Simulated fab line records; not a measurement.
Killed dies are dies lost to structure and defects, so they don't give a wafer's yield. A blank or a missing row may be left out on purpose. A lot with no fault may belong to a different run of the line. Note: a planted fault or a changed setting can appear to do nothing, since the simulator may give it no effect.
Which tool is to blame? + flow berkeley cmos170 + 7 lots with 21 wafers sampled at 3 steps, on a route of 331 steps

== WHAT THE GAUGES READ, wafer by wafer ==
UCB170_M2_RS_MEAS_02: measurement is done with a four-point probe.
| lot  | measured     | on            | M2_AL_RS (ohm/sq)    |
|------|--------------|---------------|----------------------|
| L521 | day 8 21:25  | film metro-04 | 0.0319 0.0322 0.0321 |
| L522 | day 9 18:20  | film metro-01 | 0.0319 0.0319 0.0322 |
| L524 | day 9 18:50  | film metro-01 | 0.0325 0.0325 0.0326 |
| L530 | day 11 13:59 | film metro-04 | 0.0162 0.0159 0.0159 |
| L535 | day 12 04:29 | film metro-01 | 0.0323 0.0324 0.0323 |
| L536 | day 12 20:43 | film metro-01 | 0.0318 0.0320 0.0319 |
| L538 | day 13 04:25 | film metro-04 | 0.0327 0.0325 0.0326 |

== WHICH TOOL RAN EACH LOT (tool, then ch and the chambers of the sampled wafers, then the start) ==
| lot  | UCB170_V1_CMP_02              | UCB170_M2_SPUTTER_01         |
|------|-------------------------------|------------------------------|
| L521 | cmp-01 ch 0,1,2, day 8 18:52  | pvd sputter-01, day 8 21:17  |
| L522 | cmp-02 ch 0,2,3, day 9 14:40  | pvd sputter-03, day 9 18:14  |
| L524 | cmp-02 ch 0,1,3, day 9 15:57  | pvd sputter-01, day 9 18:42  |
| L530 | cmp-02 ch 2,3, day 11 11:25   | pvd sputter-01, day 11 13:33 |
| L535 | cmp-01 ch 1,2, day 12 02:13   | pvd sputter-01, day 12 04:25 |
| L536 | cmp-02 ch 0,2,3, day 12 16:34 | pvd sputter-01, day 12 20:38 |
| L538 | cmp-02 ch 0,2,3, day 13 00:50 | pvd sputter-02, day 13 04:17 |
- UCB170_V1_CMP_02: polishes SiO2.
- UCB170_M2_SPUTTER_01: material Al, target thk 900 nm, time 120 s.

== THE ANSWER, worked out from the rows above alone ==
Rule: the lots themselves supply what counts as usual. Put in order of their means at a reading, lots are off if they are a third of the lots or fewer, leave a main group of 4 or more, and stand apart from it by a gap of 3 or more times the standard deviation of the main group's means; of several such gaps the widest counts. Not used: any main group whose means are identical at the precision the tables above print for the reading. Also off: a lot with no number at a reading for which 4 or more lots have one. Where the step has rows for the other lots, those lots are counted as sound.
Off: L530, seen at UCB170_M2_RS_MEAS_02 (M2_AL_RS). Main group: mean 0.0322 ohm/sq, sd 0.00027.
If a tool, at a process step before that reading, ran all the lots that are off and no sound lot after the first of them, it fits. The gauges at UCB170_M2_RS_MEAS_02 are tried like those tools. None of those tried fits.

== WHAT HAD BEEN PUT IN BY THE SIMULATOR ==
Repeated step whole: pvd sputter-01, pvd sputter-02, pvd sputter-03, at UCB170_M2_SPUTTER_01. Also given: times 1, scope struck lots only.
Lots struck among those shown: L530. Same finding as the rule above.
